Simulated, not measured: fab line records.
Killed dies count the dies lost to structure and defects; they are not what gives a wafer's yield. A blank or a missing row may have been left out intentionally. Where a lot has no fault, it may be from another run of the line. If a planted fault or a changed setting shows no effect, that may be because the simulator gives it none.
Which tool is to blame? || flow rit_cmos || 15 lots (45 wafers sampled), 1 step of a 202-step route

## WHAT THE GAUGES READ, wafer by wafer
Not one reading of a measure or inspect step in the record can be checked against a usual standard deviation.

## EACH LOT AND THE TOOL THAT RAN IT (in order: tool; ch and the chambers of the sampled wafers; start)
{"lot": "L980", "RIT_M1_EXPOSE_06": "iline_stepper-01 ch 0, day 3 21:05"}
{"lot": "L982", "RIT_M1_EXPOSE_06": "iline_stepper-02 ch 0, day 4 02:28"}
{"lot": "L985", "RIT_M1_EXPOSE_06": "iline_stepper-01 ch 0, day 4 17:45"}
{"lot": "L986", "RIT_M1_EXPOSE_06": "iline_stepper-02 ch 0, day 5 00:27"}
{"lot": "L990", "RIT_M1_EXPOSE_06": "iline_stepper-02 ch 0, day 5 21:01"}
{"lot": "L991", "RIT_M1_EXPOSE_06": "iline_stepper-01, day 6 00:11"}
{"lot": "L992", "RIT_M1_EXPOSE_06": "iline_stepper-02, day 6 06:14"}
{"lot": "L993", "RIT_M1_EXPOSE_06": "iline_stepper-01, day 6 09:34"}
{"lot": "L995", "RIT_M1_EXPOSE_06": "iline_stepper-01 ch 0, day 6 17:46"}
{"lot": "L996", "RIT_M1_EXPOSE_06": "iline_stepper-02 ch 0, day 7 05:35"}
{"lot": "L997", "RIT_M1_EXPOSE_06": "iline_stepper-02 ch 0, day 7 07:01"}
{"lot": "L998", "RIT_M1_EXPOSE_06": "iline_stepper-02 ch 0, day 7 09:13"}
{"lot": "L999", "RIT_M1_EXPOSE_06": "iline_stepper-02 ch 0, day 7 14:58"}
{"lot": "L100", "RIT_M1_EXPOSE_06": "iline_stepper-02 ch 0, day 7 20:47"}
{"lot": "L101", "RIT_M1_EXPOSE_06": "iline_stepper-02 ch 0, day 8 01:56"}
- RIT_M1_EXPOSE_06: exposes mask M12, target cd 2600 nm.

## AS READ BY THE TOOLS THEMSELVES (means over the sampled wafers that have a number; for cases with no such wafer, the mark the record gives instead)
RIT_M1_EXPOSE_06.
{"lot": "L980", "tool": "iline_stepper-01", "exposure_dose_mJ_cm2": 250.00, "focus_offset_nm (nm)": -0.6, "stage_vel_mm_s (mm/s)": 499.71}
{"lot": "L982", "tool": "iline_stepper-02", "exposure_dose_mJ_cm2": 250.19, "focus_offset_nm (nm)": -0.3, "stage_vel_mm_s (mm/s)": 500.03}
{"lot": "L985", "tool": "iline_stepper-01", "exposure_dose_mJ_cm2": 250.02, "focus_offset_nm (nm)": -0.5, "stage_vel_mm_s (mm/s)": 500.35}
{"lot": "L986", "tool": "iline_stepper-02", "exposure_dose_mJ_cm2": 250.03, "focus_offset_nm (nm)": 0.3, "stage_vel_mm_s (mm/s)": 499.61}
{"lot": "L990", "tool": "iline_stepper-02", "exposure_dose_mJ_cm2": 249.71, "focus_offset_nm (nm)": -0.1, "stage_vel_mm_s (mm/s)": 500.56}
{"lot": "L991", "tool": "iline_stepper-01", "exposure_dose_mJ_cm2": "-", "focus_offset_nm (nm)": "-", "stage_vel_mm_s (mm/s)": "-"}
{"lot": "L992", "tool": "iline_stepper-02", "exposure_dose_mJ_cm2": "-", "focus_offset_nm (nm)": "-", "stage_vel_mm_s (mm/s)": "-"}
{"lot": "L993", "tool": "iline_stepper-01", "exposure_dose_mJ_cm2": "-", "focus_offset_nm (nm)": "-", "stage_vel_mm_s (mm/s)": "-"}
{"lot": "L995", "tool": "iline_stepper-01", "exposure_dose_mJ_cm2": 249.37, "focus_offset_nm (nm)": -0.4, "stage_vel_mm_s (mm/s)": 499.96}
{"lot": "L996", "tool": "iline_stepper-02", "exposure_dose_mJ_cm2": 250.12, "focus_offset_nm (nm)": -0.1, "stage_vel_mm_s (mm/s)": 499.70}
{"lot": "L997", "tool": "iline_stepper-02", "exposure_dose_mJ_cm2": 249.91, "focus_offset_nm (nm)": -0.5, "stage_vel_mm_s (mm/s)": 499.80}
{"lot": "L998", "tool": "iline_stepper-02", "exposure_dose_mJ_cm2": 249.59, "focus_offset_nm (nm)": -0.1, "stage_vel_mm_s (mm/s)": 499.88}
{"lot": "L999", "tool": "iline_stepper-02", "exposure_dose_mJ_cm2": 249.98, "focus_offset_nm (nm)": -0.8, "stage_vel_mm_s (mm/s)": 499.97}
{"lot": "L100", "tool": "iline_stepper-02", "exposure_dose_mJ_cm2": 249.50, "focus_offset_nm (nm)": -1.1, "stage_vel_mm_s (mm/s)": 499.99}
{"lot": "L101", "tool": "iline_stepper-02", "exposure_dose_mJ_cm2": 249.79, "focus_offset_nm (nm)": -0.6, "stage_vel_mm_s (mm/s)": 500.04}

## THE ANSWER, worked out from the rows above alone
Rule: what is usual is taken from the lots themselves. Put in order of their means at a reading, lots are off if they are a third of the lots or fewer, leave a main group of 4 or more, and stand apart from it by a gap of 3 or more times the standard deviation of the main group's means; of several such gaps the widest counts. Not used: any main group whose means are identical at the precision the tables above print for the reading. Also off: a lot with no number at a reading for which 4 or more lots have one. All remaining lots with rows at the step are treated as sound. After the gauges, taken in route order, come the tools' own readings; for these a lot's mean is taken, as printed above. The first step at which some lot is off is used, and at that step the reading that is off furthest; a lot without a number counts as furthest.
Off at RIT_M1_EXPOSE_06 (exposure_dose_mJ_cm2): L991, L992, L993. Without a number there: L991, L992, L993. The main group has a mean of 249.85 with a standard deviation of 0.25.
A tool fits if, at that step or a process step before it, it ran every lot that is off, and no sound lot after the first of them. Of those tried, none fits.

## WHAT WAS PUT IN BY THE SIMULATOR
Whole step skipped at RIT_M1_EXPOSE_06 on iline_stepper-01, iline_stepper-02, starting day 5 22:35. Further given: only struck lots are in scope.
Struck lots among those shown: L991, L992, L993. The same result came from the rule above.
